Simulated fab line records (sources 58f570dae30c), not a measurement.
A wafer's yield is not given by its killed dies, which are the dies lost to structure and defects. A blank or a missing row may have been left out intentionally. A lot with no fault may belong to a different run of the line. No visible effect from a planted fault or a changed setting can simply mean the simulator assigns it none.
One fault seen from 2 desks    flow berkeley cmos170    each desk has only its own numbers; what lay behind them comes last

## TOOL OWNER'S DESK, pvd sputter-03
The tool's own readings at UCB170_M3_SPUTTER_01 (material Al, target thk 900 nm, time 120 s): means of the sampled wafers that have a number, for each lot that ran on this tool. A lot is out of limits, marked OUT, if its mean lies more than 4 standard deviations from the usual mean; the brackets give that distance.
Columns: A = chamber pressure pa at UCB170_M3_SPUTTER_01, usual 0.5001 Pa; B = throttle valve pct at UCB170_M3_SPUTTER_01, usual 29.8 %
lot   first seen here  A       B
L285  day 7 19:54      0.4994  29.0
L299  day 11 06:03     0.5002  29.0
L301  day 11 18:05     0.4999  30.8
This desk's finding: nothing out of limits on any of the 3 lots.

## THE METROLOGY DESK
Lot by lot, what the gauges showed, no matter which tool ran the lot: averages of those sampled wafers that carry a number. A lot is out of limits, marked OUT, if its mean lies more than 4 standard deviations from the usual mean; the brackets give that distance.
Columns: A = cd nm at UCB170_V2_CD_MEAS_12, usual 700.0 nm; B = V2_OVL at UCB170_V2_OVL_MEAS_13, usual -2 nm; C = cd nm at UCB170_V2_CD_MEAS_90, usual 700.0 nm; D = M3_AL_RS at UCB170_M3_RS_MEAS_02, usual 0.0323 ohm/sq; E = M3_AL_THK at UCB170_M3_THK_MEAS_03, usual 892 nm; F = cd nm at UCB170_M3_CD_MEAS_15, usual 699.9 nm; G = M3_OVL at UCB170_M3_OVL_MEAS_16, usual 1 nm
lot   first seen here  A      B   C      D                  E               F      G
L285  day 7 19:17      698.3  -1  698.9  0.0320             906             701.2  2
L286  day 8 17:56      700.9  8   702.0  0.0328             875             701.3  0
L299  day 11 05:27     699.9  -3  699.1  0.0333             867             700.6  0
L302  day 11 17:14     697.7  -1  697.6  0.0326             885             701.7  -6
L301  day 11 17:31     700.1  -5  700.0  0.0355 (+8.6) OUT  808 (-7.6) OUT  699.5  5
L303  day 12 01:16     699.2  -3  698.5  0.0326             877             698.4  2
Per this desk, out of limits: L301; the first was L301, day 11 18:13 (M3_AL_RS at UCB170_M3_RS_MEAS_02). L285, L286, L299, L302, L303 stayed within limits.

## ALL TOGETHER
On L301, the metrology desk was in a position to raise an alarm at day 11 18:13.
The tool owner's desk saw nothing out of limits.
On record at the tool owner's desk: L301, within its limits.
UCB170_M3_SPUTTER_01 was run on pvd sputter-03 by each of the lots named.

## WHAT HAD BEEN PUT IN BY THE SIMULATOR
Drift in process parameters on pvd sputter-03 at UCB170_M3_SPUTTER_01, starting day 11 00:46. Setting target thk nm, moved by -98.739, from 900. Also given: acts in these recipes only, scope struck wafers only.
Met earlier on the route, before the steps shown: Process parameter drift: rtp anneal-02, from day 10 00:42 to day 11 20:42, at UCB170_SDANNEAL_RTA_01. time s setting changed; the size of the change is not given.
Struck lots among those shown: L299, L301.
Hours from the fault's start to each desk's first reading out of limits: the metrology desk, 17.
